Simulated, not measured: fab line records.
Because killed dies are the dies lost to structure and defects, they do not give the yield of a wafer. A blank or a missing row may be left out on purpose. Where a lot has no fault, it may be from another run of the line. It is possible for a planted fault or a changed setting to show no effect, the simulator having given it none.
The tool behind it: which one?	flow ritCmos	Sampling: 14 lots, 42 wafers, 5 of 202 route steps

WHAT THE GAUGES READ, wafer by wafer
RIT_FOX2_THK_MEAS_01.
lot	measured	on	FOX2_OXIDE_THK (nm)
L283	day 1 19:58	filmMetro-01	359 353 353
L284	day 2 00:19	filmMetro-01	341 340 345
L285	day 2 05:28	filmMetro-04	346 353 351
L286	day 2 11:56	filmMetro-01	341 351 348
L287	day 2 15:10	filmMetro-01	352 356 355
L288	day 2 20:19	filmMetro-01	351 350 355
L291	day 3 12:49	filmMetro-01	339 333 339
L292	day 3 17:31	filmMetro-01	343 355 356
L293	day 3 20:44	filmMetro-04	352 350 349
L294	day 4 02:34	filmMetro-01	347 355 348
L299	day 5 02:26	filmMetro-04	358 353 355
L300	day 5 08:16	filmMetro-03	356 357 357
L304	day 6 04:04	filmMetro-01	358 366 361
L306	day 6 13:23	filmMetro-03	357 350 349

RIT_NWELL_OVL_MEAS_06.
lot	measured	on	NWELL_OVL (nm)
L283	day 1 21:55	overlay-02	2.0 0.1 0.8
L284	day 2 02:15	overlay-02	2.2 0.9 0.2
L285	day 2 07:19	overlay-02	1.7 2.0 0.6
L286	day 2 13:52	overlay-02	0.3 -1.2 0.1
L287	day 2 17:06	overlay-02	2.0 -0.5 -0.5
L288	day 2 22:16	overlay-02	2.0 0.3 2.4
L291	day 3 14:45	overlay-01	0.1 0.4 1.7
L292	day 3 19:24	overlay-01	3.6 4.2 3.0
L293	day 3 22:49	overlay-02	1.5 -0.3 1.3
L294	day 4 04:31	overlay-01	2.5 4.0 2.4
L299	day 5 04:24	overlay-01	3.5 1.1 0.4
L300	day 5 10:21	overlay-01	2.6 -1.3 0.9
L304	day 6 05:56	overlay-01	0.9 1.6 1.1
L306	day 6 15:13	overlay-01	4.5 2.5 3.2

RIT_WELLDRIVE_RS_MEAS_02: a four-point-probe measurement.
lot	measured	on	PWELL_RS (ohm/sq)
L283	day 2 05:32	filmMetro-01	430.6 430.7 430.8
L284	day 2 09:49	filmMetro-01	429.0 429.8 429.1
L285	day 2 14:44	filmMetro-01	429.4 429.4 429.2
L286	day 2 21:28	filmMetro-02	430.3 430.1 432.3
L287	day 3 00:59	filmMetro-04	431.0 430.1 431.0
L288	day 3 05:50	filmMetro-02	431.5 431.5 431.7
L291	day 3 23:43	filmMetro-01	431.2 429.7 430.8
L292	day 4 03:00	filmMetro-04	427.2 426.7 427.7
L293	day 4 06:18	filmMetro-02	433.2 432.9 432.9
L294	day 4 13:26	filmMetro-02	433.0 432.6 433.1
L299	day 5 11:49	filmMetro-04	445.3 443.4 443.5
L300	day 5 17:54	filmMetro-04	443.5 443.5 444.6
L304	day 6 13:32	filmMetro-02	430.7 429.7 430.5
L306	day 6 23:54	filmMetro-04	427.1 428.6 428.0

TOOL THAT RAN EACH LOT (tool first, then ch and the chambers of the sampled wafers, then the start)
lot	RIT_NWELL_STRIP_09	RIT_PWELL_IMPLANT_08
L283	plasmaAsher-03 ch 0,1, day 1 22:20	implanter-02 ch 0, day 1 23:49
L284	plasmaAsher-03 ch 0,1, day 2 02:41	implanter-03 ch 0, day 2 04:14
L285	plasmaAsher-02 ch 0,1, day 2 07:45	implanter-02 ch 0, day 2 09:09
L286	plasmaAsher-02 ch 0, day 2 14:17	implanter-01 ch 0, day 2 15:53
L287	plasmaAsher-03 ch 0,1, day 2 17:32	implanter-01 ch 0, day 2 19:05
L288	plasmaAsher-02 ch 0,1, day 2 22:44	implanter-03 ch 0, day 3 00:16
L291	plasmaAsher-04 ch 0,1, day 3 15:11	implanter-02 ch 0, day 3 16:35
L292	plasmaAsher-04 ch 0,1, day 3 19:53	implanter-03 ch 0, day 3 21:26
L293	plasmaAsher-04 ch 0,1, day 3 23:17	implanter-02 ch 0, day 4 00:41
L294	plasmaAsher-02 ch 0,1, day 4 04:57	implanter-02 ch 0, day 4 06:29
L299	plasmaAsher-02 ch 0,1, day 5 04:50	implanter-02 ch 0, day 5 06:14
L300	plasmaAsher-04 ch 0,1, day 5 10:47	implanter-02 ch 0, day 5 12:19
L304	plasmaAsher-02 ch 0,1, day 6 06:25	implanter-03 ch 0, day 6 07:58
L306	plasmaAsher-04 ch 0,1, day 6 15:38	implanter-03 ch 0, day 6 17:04
- RIT_NWELL_STRIP_09: strips in O2, time 180 s.
- RIT_PWELL_IMPLANT_08

AS READ BY THE TOOLS THEMSELVES (means over the sampled wafers that have a number; for cases with no such wafer, the mark the record gives instead)
RIT_NWELL_STRIP_09.
lot	tool	drypumpMotorCurrentA (A)
L283	plasmaAsher-03	5.4
L284	plasmaAsher-03	5.7
L285	plasmaAsher-02	5.2
L286	plasmaAsher-02	5.8
L287	plasmaAsher-03	5.4
L288	plasmaAsher-02	5.6
L291	plasmaAsher-04	5.3
L292	plasmaAsher-04	5.5
L293	plasmaAsher-04	5.5
L294	plasmaAsher-02	5.2
L299	plasmaAsher-02	5.2
L300	plasmaAsher-04	5.5
L304	plasmaAsher-02	5.2
L306	plasmaAsher-04	5.4

RIT_PWELL_IMPLANT_08.
lot	tool	doseIonsCm2	faradayCurrentUA
L283	implanter-02	6.998e+13	222
L284	implanter-03	7.000e+13	223
L285	implanter-02	7.005e+13	226
L286	implanter-01	7.003e+13	226
L287	implanter-01	6.990e+13	226
L288	implanter-03	6.998e+13	221
L291	implanter-02	7.002e+13	222
L292	implanter-03	6.997e+13	223
L293	implanter-02	6.998e+13	222
L294	implanter-02	6.988e+13	225
L299	implanter-02	6.650e+13	211
L300	implanter-02	6.638e+13	209
L304	implanter-03	6.998e+13	222
L306	implanter-03	7.004e+13	219

THE ANSWER, worked out from the rows above alone
Rule: the usual values come from the lots themselves. Put in order of their means at a reading, lots are off if they are a third of the lots or fewer, leave a main group of 4 or more, and stand apart from it by a gap of 3 or more times the standard deviation of the main group's means; of several such gaps the widest counts. Not used: any main group whose means are identical at the precision the tables above print for the reading. A lot without any number at a reading at which 4 lots or more have one is off too. All remaining lots with rows at the step are treated as sound. The gauges are gone through in route order, then the tools' own readings, and for those a lot's mean is taken as printed above. At the first step where some lot is off, the reading lying furthest off is the one used; lots without a number count as furthest.
Off: L299, L300, seen at RIT_WELLDRIVE_RS_MEAS_02 (PWELL_RS). Main group: mean 430.4 ohm/sq, sd 1.7.
A tool fits if, at a process step before that reading, it ran every lot that is off, and no sound lot after the first of them. The gauges at RIT_WELLDRIVE_RS_MEAS_02 aren't tried: what is off there is off at RIT_PWELL_IMPLANT_08 too, on other tools, and a gauge's error can't cause that. One fits: RIT_PWELL_IMPLANT_08 on implanter-02. A fault onset in the window from L294 (day 4 06:29, its last sound lot) to L299 (day 5 06:14, its first lot off) fits.
The tool's own readings at RIT_PWELL_IMPLANT_08 bear it out: on the lots that are off they differ by more than 5 times the standard deviation of the sound lots' means. doseIonsCm2 reads 6.644e+13 there against 6.998e+13 on the sound lots; faradayCurrentUA reads 210 there against 223 on the sound lots.

WHAT THE SIMULATOR HAD PUT IN
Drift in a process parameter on implanter-02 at RIT_PWELL_IMPLANT_08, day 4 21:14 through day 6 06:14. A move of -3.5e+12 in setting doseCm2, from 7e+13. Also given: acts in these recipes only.
Struck lots among those shown: L299, L300. Same finding as the rule above.
